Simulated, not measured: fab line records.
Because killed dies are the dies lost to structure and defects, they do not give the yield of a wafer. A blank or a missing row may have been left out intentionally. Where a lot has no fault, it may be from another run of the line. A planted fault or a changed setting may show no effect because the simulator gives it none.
Which tool is to blame? | flow berkeley_cmos170 | Sampling: 6 lots, 18 wafers, 2 of 331 route steps

WHAT EACH GAUGE READ, for each wafer
UCB170_CONTACT_CD_MEAS_15: the cd target is 700 nm.
lot  | measured     | on        | cd_nm (nm)
L150 | day 8 13:41  | cd_sem-02 | 699.9 700.8 700.6
L153 | day 9 02:17  | cd_sem-01 | 699.8 699.4 700.5
L158 | day 10 22:54 | cd_sem-02 | 701.8 701.1 701.8
L165 | day 12 07:26 | cd_sem-02 | 699.1 699.5 700.3
L164 | day 12 07:47 | cd_sem-02 | 701.1 701.6 701.2
L169 | day 12 11:10 | cd_sem-01 | 700.3 699.0 701.0

WHICH TOOL RAN EACH LOT (tool, then ch and the chambers of the sampled wafers, then the start)
lot  | UCB170_CONTACT_RTA_08
L150 | rtp_anneal-02 ch 0, day 8 12:37
L153 | rtp_anneal-02 ch 0, day 9 00:49
L158 | rtp_anneal-01 ch 0, day 10 21:52
L165 | rtp_anneal-02 ch 0, day 12 06:31
L164 | rtp_anneal-02 ch 0, day 12 06:35
L169 | rtp_anneal-02 ch 0, day 12 10:07
- UCB170_CONTACT_RTA_08: time 10 s.

THE ANSWER, worked out from the rows above alone
Rule: usual is defined by the lots themselves. The widest of any qualifying gaps counts: lots, ordered by their means at a reading, are off when they make up no more than a third of the lots, leave a main group of 4 or more, and stand apart from it by 3 or more times the standard deviation of that group's means. Not used: any main group whose means are identical at the precision the tables above print for the reading. Also off: a lot with no number at a reading for which 4 or more lots have one. Where the step has rows for the other lots, those lots are counted as sound.
Nothing can be told from this: no lot is off at any reading shown.

WHAT THE SIMULATOR HAD INSERTED
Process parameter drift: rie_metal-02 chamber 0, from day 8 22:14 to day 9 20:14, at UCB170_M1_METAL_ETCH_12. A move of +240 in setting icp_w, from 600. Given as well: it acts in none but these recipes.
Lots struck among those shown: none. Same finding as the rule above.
